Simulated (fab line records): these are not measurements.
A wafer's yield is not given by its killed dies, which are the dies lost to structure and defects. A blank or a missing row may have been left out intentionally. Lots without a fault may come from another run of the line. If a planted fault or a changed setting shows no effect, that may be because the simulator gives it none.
Matching of chambers / flow berkeley cmos170 / UCB170_V1_ETCH_14 on rie diel-03 has 4 sister chambers
The step etches SiO2 in CHF3/CF4/Ar, stops on Al, target depth 1250 nm, time 291 s. 16 wafers are shown with their chamber, then 8 later ones without.

== WAFERS, EACH WITH ITS CHAMBER ==
wafer=L601.2; chamber=1; throttle valve pct (%)=7.03; drypump motor current A (A)=5.8; oes product au (a.u.)=0.884
wafer=L601.4; chamber=3; throttle valve pct (%)=6.82; drypump motor current A (A)=5.7; oes product au (a.u.)=0.851
wafer=L601.6; chamber=0; throttle valve pct (%)=6.79; drypump motor current A (A)=5.2; oes product au (a.u.)=0.882
wafer=L602.1; chamber=1; throttle valve pct (%)=7.03; drypump motor current A (A)=5.8; oes product au (a.u.)=0.880
wafer=L602.5; chamber=1; throttle valve pct (%)=7.05; drypump motor current A (A)=5.7; oes product au (a.u.)=0.881
wafer=L602.6; chamber=0; throttle valve pct (%)=6.80; drypump motor current A (A)=5.2; oes product au (a.u.)=0.893
wafer=L605.1; chamber=1; throttle valve pct (%)=7.04; drypump motor current A (A)=5.8; oes product au (a.u.)=0.891
wafer=L605.3; chamber=3; throttle valve pct (%)=6.84; drypump motor current A (A)=5.7; oes product au (a.u.)=0.853
wafer=L605.6; chamber=1; throttle valve pct (%)=7.04; drypump motor current A (A)=5.8; oes product au (a.u.)=0.897
wafer=L604.1; chamber=2; throttle valve pct (%)=7.12; drypump motor current A (A)=5.0; oes product au (a.u.)=0.864
wafer=L604.5; chamber=2; throttle valve pct (%)=7.10; drypump motor current A (A)=5.0; oes product au (a.u.)=0.872
wafer=L604.6; chamber=3; throttle valve pct (%)=6.84; drypump motor current A (A)=5.8; oes product au (a.u.)=0.846
wafer=L606.3; chamber=2; throttle valve pct (%)=7.10; drypump motor current A (A)=5.0; oes product au (a.u.)=0.869
wafer=L606.4; chamber=3; throttle valve pct (%)=6.83; drypump motor current A (A)=5.8; oes product au (a.u.)=0.859
wafer=L606.6; chamber=0; throttle valve pct (%)=6.80; drypump motor current A (A)=5.2; oes product au (a.u.)=0.893
wafer=L620.1; chamber=3; throttle valve pct (%)=6.84; drypump motor current A (A)=5.8; oes product au (a.u.)=0.844

SIGNATURES (averages over the wafers above)
reading=throttle valve pct; chamber 0=6.7967; chamber 1=7.0380; chamber 2=7.1067; chamber 3=6.8340; scatter within a chamber=0.00882
reading=drypump motor current A; chamber 0=5.200; chamber 1=5.780; chamber 2=5.000; chamber 3=5.760; scatter within a chamber=0.0408
reading=oes product au; chamber 0=0.88933; chamber 1=0.88660; chamber 2=0.86833; chamber 3=0.85060; scatter within a chamber=0.00622
Rule: for a wafer and a chamber, the distance is found by dividing, reading by reading, the gap between the wafer's reading and the chamber's mean by the reading's scatter, squaring, summing and taking the root. If the next closest chamber is less than 2 further off than the closest, the wafer can't be placed; otherwise it belongs to the closest. The scatter is the square root of a quotient: the sum, over the shown wafers, of each reading's squared deviation from its chamber's mean, divided by wafers minus chambers.

== WAFERS WHOSE CHAMBER IS MISSING ==
wafer=L620.2; throttle valve pct (%)=7.04; drypump motor current A (A)=5.8; oes product au (a.u.)=0.888
wafer=L620.5; throttle valve pct (%)=6.85; drypump motor current A (A)=5.7; oes product au (a.u.)=0.846
wafer=L621.3; throttle valve pct (%)=7.10; drypump motor current A (A)=5.0; oes product au (a.u.)=0.895
wafer=L621.4; throttle valve pct (%)=6.84; drypump motor current A (A)=5.8; oes product au (a.u.)=0.853
wafer=L621.6; throttle valve pct (%)=7.11; drypump motor current A (A)=5.0; oes product au (a.u.)=0.899
wafer=L623.1; throttle valve pct (%)=6.82; drypump motor current A (A)=5.8; oes product au (a.u.)=0.854
wafer=L623.2; throttle valve pct (%)=7.03; drypump motor current A (A)=5.8; oes product au (a.u.)=0.894
wafer=L623.4; throttle valve pct (%)=6.82; drypump motor current A (A)=5.2; oes product au (a.u.)=0.899

== WHICH CHAMBER EACH ONE RAN IN ==
wafer=L620.2; from the rows above=1; in truth=1
wafer=L620.5; from the rows above=3; in truth=3
wafer=L621.3; from the rows above=2; in truth=2
wafer=L621.4; from the rows above=3; in truth=3
wafer=L621.6; from the rows above=2; in truth=2
wafer=L623.1; from the rows above=3; in truth=3
wafer=L623.2; from the rows above=1; in truth=1
wafer=L623.4; from the rows above=0; in truth=0
8 of 8 placed correctly. Not placeable from these rows: 0. 0 placed wrongly.
